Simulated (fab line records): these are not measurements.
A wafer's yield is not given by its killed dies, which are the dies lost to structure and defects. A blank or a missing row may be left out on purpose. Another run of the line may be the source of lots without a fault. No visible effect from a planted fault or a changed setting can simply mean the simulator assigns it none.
Shared-tool check	flow ritCmos	15 lots and 45 wafers in the sample

== WHY IT WAS OPENED ==
RIT_PWELL_TW_MEAS_10, reading PWELL_TW: flagged on 3 of 15 lots. Wafers without a fault read 952, standard deviation 4.9.
Rule: flag the lot when none of its wafers has a number, or when each of its wafers that has one lies beyond 4 standard deviations from that mean. As for the other lots, they are considered sound.

lot	measured	on	PWELL_TW, wafer by wafer	flag
L677	day 1 23:59	filmMetro-01	960 953 957	
L678	day 2 06:29	filmMetro-01	956 959 958	
L679	day 2 10:36	filmMetro-04	955 954 955	
L680	day 2 14:32	filmMetro-04	954 961 962	
L681	day 2 18:32	filmMetro-02	947 955 949	
L682	day 2 23:29	filmMetro-01	955 960 953	
L684	day 3 11:02	filmMetro-01	952 949 952	
L685	day 3 19:00	filmMetro-04	944 948 944	
L687	day 4 00:33	filmMetro-04	950 949 946	
L688	day 4 09:47	filmMetro-01	949 952 949	
L689	day 4 15:36	filmMetro-04	954 950 951	
L690	day 4 16:02	filmMetro-01	1189 1191 1191	FLAGGED
L691	day 4 22:20	filmMetro-02	950 949 949	
L694	day 5 17:35	filmMetro-02	1185 1186 1183	FLAGGED
L695	day 5 17:50	filmMetro-01	1191 1190 1190	FLAGGED
The mean of the flagged lots' numbers is 1188, +236 from the usual (+48 standard deviations).

== WHICH TOOL RAN EACH LOT ==
The record keeps 1 process step preceding the reading, out of 202 steps on the route. Read each cell as the tool, then ch plus the chambers that the sampled wafers visited, then the start.
lot	flag	RIT_PWELL_IMPLANT_08
L677		implanter-03 ch 0, day 1 23:40
L678		implanter-04 ch 0, day 2 06:10
L679		implanter-03 ch 0, day 2 10:17
L680		implanter-04 ch 0, day 2 14:14
L681		implanter-04 ch 0, day 2 18:13
L682		implanter-01 ch 0, day 2 23:11
L684		implanter-01 ch 0, day 3 10:43
L685		implanter-03 ch 0, day 3 18:40
L687		implanter-04 ch 0, day 4 00:13
L688		implanter-04 ch 0, day 4 09:28
L689		implanter-03 ch 0, day 4 15:17
L690	FLAGGED	implanter-04 ch 0, day 4 15:25
L691		implanter-03 ch 0, day 4 22:04
L694	FLAGGED	implanter-01 ch 0, day 5 16:58
L695	FLAGGED	implanter-04 ch 0, day 5 17:14
These steps, and what they do:
- RIT_PWELL_IMPLANT_08
- RIT_PWELL_TW_MEAS_10

== FLAGGED OVER TOTAL, TOOL BY TOOL (the gauges that took the reading come last) ==
step	tool	lots run	flagged	share of the flagged lots	sound lots run after its first flagged lot
RIT_PWELL_IMPLANT_08	implanter-01	3	1	some	0
RIT_PWELL_IMPLANT_08	implanter-03	5	0	none	-
RIT_PWELL_IMPLANT_08	implanter-04	7	2	some	0
RIT_PWELL_TW_MEAS_10	filmMetro-01	7	2	some	0
RIT_PWELL_TW_MEAS_10	filmMetro-02	3	1	some	0
RIT_PWELL_TW_MEAS_10	filmMetro-04	5	0	none	-

== WHAT THE TABLE ALLOWS ==
No row of the table ran every flagged lot.

== WHAT WAS PUT IN BY THE SIMULATOR ==
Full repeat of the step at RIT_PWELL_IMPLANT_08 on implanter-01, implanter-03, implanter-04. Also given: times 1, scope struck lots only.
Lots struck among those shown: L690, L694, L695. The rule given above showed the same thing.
